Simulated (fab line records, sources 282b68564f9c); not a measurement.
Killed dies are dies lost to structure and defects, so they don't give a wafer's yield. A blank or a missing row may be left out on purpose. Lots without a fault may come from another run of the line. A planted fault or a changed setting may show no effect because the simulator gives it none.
A struck lot beside a sound one | flow rit_cmos | 17 steps out of a route of 202
Sound: wafers L579.4, L579.5, L579.6. Struck: wafers L569.1, L569.2, L569.3. The cause comes at the end.
At each step with rows: each side's tool, then ch and its chambers, then its first start. Under that, the readings that differ: sound wafers | struck wafers | difference of the means | sigmas: that difference in standard deviations of wafers without a fault.
alike: readings whose means differ by less than 2 such deviations, and words and numbers that are the same on both sides. not compared: withheld readings, readings that some wafer has no value for, bounds like >300 that may hide the same value, and numbers for which the record gives no deviation and whose values overlap.
The two part at a step that has a row with sigmas, a row that says differs or no value, or rows on one side only. Numbers that don't overlap but have no deviation are shown without sigmas and don't part them. A reading that every wafer of one side lacks parts them only if that side has two wafers or more.

first, 1 step without rows for these wafers: RIT_PLDD_IMPLANT_08.
RIT_PLDD_STRIP_09: strips in O2, time 180 s.
  sound on plasma_asher-02 ch 0,1, day 5 13:31; struck on plasma_asher-02 ch 0,1, day 3 12:12
  alike: drypump_motor_current_A, rf_refl_power_W
  not compared: rf_hours_counter_h
RIT_PLDD_TW_MEAS_10:
  sound on film_metro-02, day 5 13:40; struck on film_metro-01, day 3 12:22
  alike: PLDD_TW
then, 4 steps without rows for these wafers: RIT_SPACER_CLEAN_00 (cleans in SC1, time 600 s); RIT_SPACER_CLEAN_01 (cleans in dHF, time 30 s); RIT_SPACER_CLEAN_02 (cleans in SC2, time 600 s); RIT_SPACER_CVD_03 (deposits Si3N4 from SiH2Cl2/NH3, target thk 250 nm, time 3300 s).
RIT_SPACER_THK_MEAS_04:
  sound on film_metro-01, day 5 16:00; struck on film_metro-02, day 3 14:43
  reading                 | sound             | struck            | difference | sigmas
  SPACER_NITRIDE_THK (nm) | 245.4 244.4 245.1 | 252.7 251.4 250.6 | +6.6       | +2
RIT_SPACER_ETCHBACK_05: etches Si3N4 in SF6/CHF3, stops on SiO2, target depth 250 nm, time 240 s.
  sound on rie_diel-03 ch 0,1,2, day 5 16:02; struck on rie_diel-03 ch 0,1,2, day 3 14:47
  alike: SF6_flow_sccm, drypump_motor_current_A, oes_product_au, throttle_valve_pct
  not compared: rf_hours_counter_h
then, 3 steps without rows for these wafers: RIT_NSD_HMDS_00 (prime time 60 s); RIT_NSD_COAT_01 (resist thk 1000 nm); RIT_NSD_SOFTBAKE_02 (time 60 s).
RIT_NSD_EXPOSE_03: exposes mask M9, target cd 40700 nm.
  sound on iline_stepper-02 ch 0, day 5 16:41; struck on iline_stepper-02 ch 0, day 3 15:23
  reading | sound          | struck                  | difference | sigmas
  mask    | M9#0 M9#0 M9#0 | M9_R1#0 M9_R1#0 M9_R1#0 | differs    |
  alike: exposure_dose_mJ_cm2
then, 1 step without rows for these wafers: RIT_NSD_PEB_04.
RIT_NSD_DEVELOP_05: develop time 52.14 s.
  sound on litho_track-03 ch 0; struck on litho_track-02 ch 0
  reading              | sound                       | struck                        | difference | sigmas
  model.NSD.cd_nm (nm) | 4.07e+04 4.071e+04 4.07e+04 | 4.036e+04 4.035e+04 4.036e+04 | -3.467e+02 |
  alike: chill_plate_temp_C, resist_line_temp_C
RIT_NSD_OVL_MEAS_06:
  sound on overlay-02, day 5 17:03; struck on overlay-02, day 3 15:47
  alike: NSD_OVL
RIT_M1_PROBE_99:
  sound on prober-01, day 6 03:49; struck on prober-01, day 4 01:43
  reading                                                 | sound                | struck              | difference | sigmas
  model.etest.select_edge_diode_n.leak_log10_a (angstrom) | -9.801 -9.755 -9.791 | -5.49 -5.136 -5.399 | +4.44      |
  alike: killed_at_contacts, killed_at_front_end, killed_dies, killed_open, killed_short

WHERE THEY PART
First at RIT_SPACER_THK_MEAS_04; last, within this record, at RIT_NSD_EXPOSE_03. Later steps at which nothing parts them and some readings are alike: RIT_NSD_DEVELOP_05, RIT_NSD_OVL_MEAS_06, RIT_M1_PROBE_99.

WHY: what the simulator had put in
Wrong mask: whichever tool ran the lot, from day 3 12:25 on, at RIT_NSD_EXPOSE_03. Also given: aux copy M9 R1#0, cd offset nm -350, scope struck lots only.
